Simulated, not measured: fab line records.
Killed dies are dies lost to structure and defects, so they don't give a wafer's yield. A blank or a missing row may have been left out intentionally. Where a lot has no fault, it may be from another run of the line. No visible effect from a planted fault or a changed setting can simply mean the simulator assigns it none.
Which tool is to blame? | flow berkeley_cmos170 | Sampling: 14 lots, 42 wafers, 2 of 331 route steps

## WHAT THE GAUGES READ, wafer by wafer
UCB170_PVT_TW_MEAS_09. Usual: PVT_TW gives 510.7 (standard deviation 2.7).
lot  | measured     | on            | PVT_TW            | flag
L555 | day 6 01:26  | film_metro-01 | 506.1 508.6 506.1 |
L554 | day 6 01:42  | film_metro-01 | 509.8 508.4 509.0 |
L556 | day 6 06:31  | film_metro-03 | 509.9 513.7 510.8 |
L557 | day 6 06:41  | film_metro-01 | 511.3 511.2 505.8 |
L560 | day 7 04:25  | film_metro-03 | 508.6 510.0 508.5 |
L559 | day 7 08:31  | film_metro-01 | 513.0 510.0 508.0 |
L565 | day 7 23:36  | film_metro-03 | 510.9 511.9 510.9 |
L569 | day 8 17:14  | film_metro-03 | 515.2 517.0 515.1 |
L566 | day 8 17:46  | film_metro-04 | 450.2 452.4 451.8 | OFF
L571 | day 9 04:35  | film_metro-04 | 450.7 451.6 449.4 | OFF
L572 | day 9 13:42  | film_metro-01 | 510.2 505.5 510.9 |
L574 | day 9 13:50  | film_metro-03 | 514.6 512.5 511.9 |
L575 | day 10 03:37 | film_metro-03 | 510.8 511.3 512.6 |
L577 | day 10 08:11 | film_metro-03 | 515.3 511.0 511.0 |

## WHICH TOOL RAN EACH LOT (tool, then ch and the chambers of the sampled wafers, then the start)
lot  | UCB170_PVT_IMPLANT_07
L555 | implanter-03 ch 0, day 6 01:11
L554 | implanter-04 ch 0, day 6 01:28
L556 | implanter-03 ch 0, day 6 06:16
L557 | implanter-01 ch 0, day 6 06:27
L560 | implanter-04 ch 0, day 7 04:13
L559 | implanter-01 ch 0, day 7 08:12
L565 | implanter-03 ch 0, day 7 23:21
L569 | implanter-03 ch 0, day 8 17:01
L566 | implanter-01 ch 0, day 8 17:33
L571 | implanter-01 ch 0, day 9 04:22
L572 | implanter-04 ch 0, day 9 13:27
L574 | implanter-03 ch 0, day 9 13:38
L575 | implanter-04 ch 0, day 10 03:23
L577 | implanter-04 ch 0, day 10 07:56
- UCB170_PVT_IMPLANT_07

## WHAT THE TOOLS THEMSELVES READ (means of the sampled wafers that have a number; where no wafer has one, the mark that the record gives instead)
UCB170_PVT_IMPLANT_07. Usual: dose_ions_cm2 1.9996e+12, standard deviation 2.2e+09; faraday_current_uA 6.33, standard deviation 0.13.
lot  | tool         | dose_ions_cm2 | faraday_current_uA | flag
L555 | implanter-03 | 2.0022e+12    | 6.26               |
L554 | implanter-04 | 1.9971e+12    | 6.27               |
L556 | implanter-03 | 2.0003e+12    | 6.39               |
L557 | implanter-01 | 1.9986e+12    | 6.13               |
L560 | implanter-04 | 2.0034e+12    | 6.37               |
L559 | implanter-01 | 2.0027e+12    | 6.39               |
L565 | implanter-03 | 1.9999e+12    | 6.24               |
L569 | implanter-03 | 2.0022e+12    | 6.39               |
L566 | implanter-01 | 1.3395e+12    | 4.29               | OFF
L571 | implanter-01 | 1.3396e+12    | 4.20               | OFF
L572 | implanter-04 | 1.9983e+12    | 6.37               |
L574 | implanter-03 | 1.9996e+12    | 6.24               |
L575 | implanter-04 | 2.0000e+12    | 6.28               |
L577 | implanter-04 | 1.9989e+12    | 6.32               |

## THE ANSWER, worked out from the rows above alone
Rule: a lot counts as off when the mean over its wafers that have a number is more than 3 standard deviations away from the usual mean. Also off: a lot with no number at a reading for which 4 or more lots have one. All remaining lots with rows at the step are treated as sound. The gauges are gone through in route order, then the tools' own readings, and for those a lot's mean is taken as printed above. At the first step where some lot is off, the reading lying furthest off is the one used; lots without a number count as furthest.
Off: L566, L571, at UCB170_PVT_TW_MEAS_09 (PVT_TW).
If a tool, at a process step before that reading, ran all the lots that are off and no sound lot after the first of them, it fits. Not tried: the gauges at UCB170_PVT_TW_MEAS_09; whatever is off there is also off at UCB170_PVT_IMPLANT_07, on other tools, and gauge error can't account for it. One fits: UCB170_PVT_IMPLANT_07 on implanter-01. Its last sound lot is L559 (day 7 08:12), its first lot that is off L566 (day 8 17:33): a fault that began between those two fits.
The tool's own readings at UCB170_PVT_IMPLANT_07 bear it out: on the lots that are off they differ by more than 5 times the standard deviation of the sound lots' means. dose_ions_cm2 reads 1.3396e+12 there against 2.0003e+12 on the sound lots; faraday_current_uA reads 4.25 there against 6.30 on the sound lots.

## WHAT THE SIMULATOR HAD PUT IN
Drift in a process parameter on implanter-01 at UCB170_PVT_IMPLANT_07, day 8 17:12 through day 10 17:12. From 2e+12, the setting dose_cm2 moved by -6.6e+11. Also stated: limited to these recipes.
Lots struck among those shown: L566, L571. The rule above found the same.
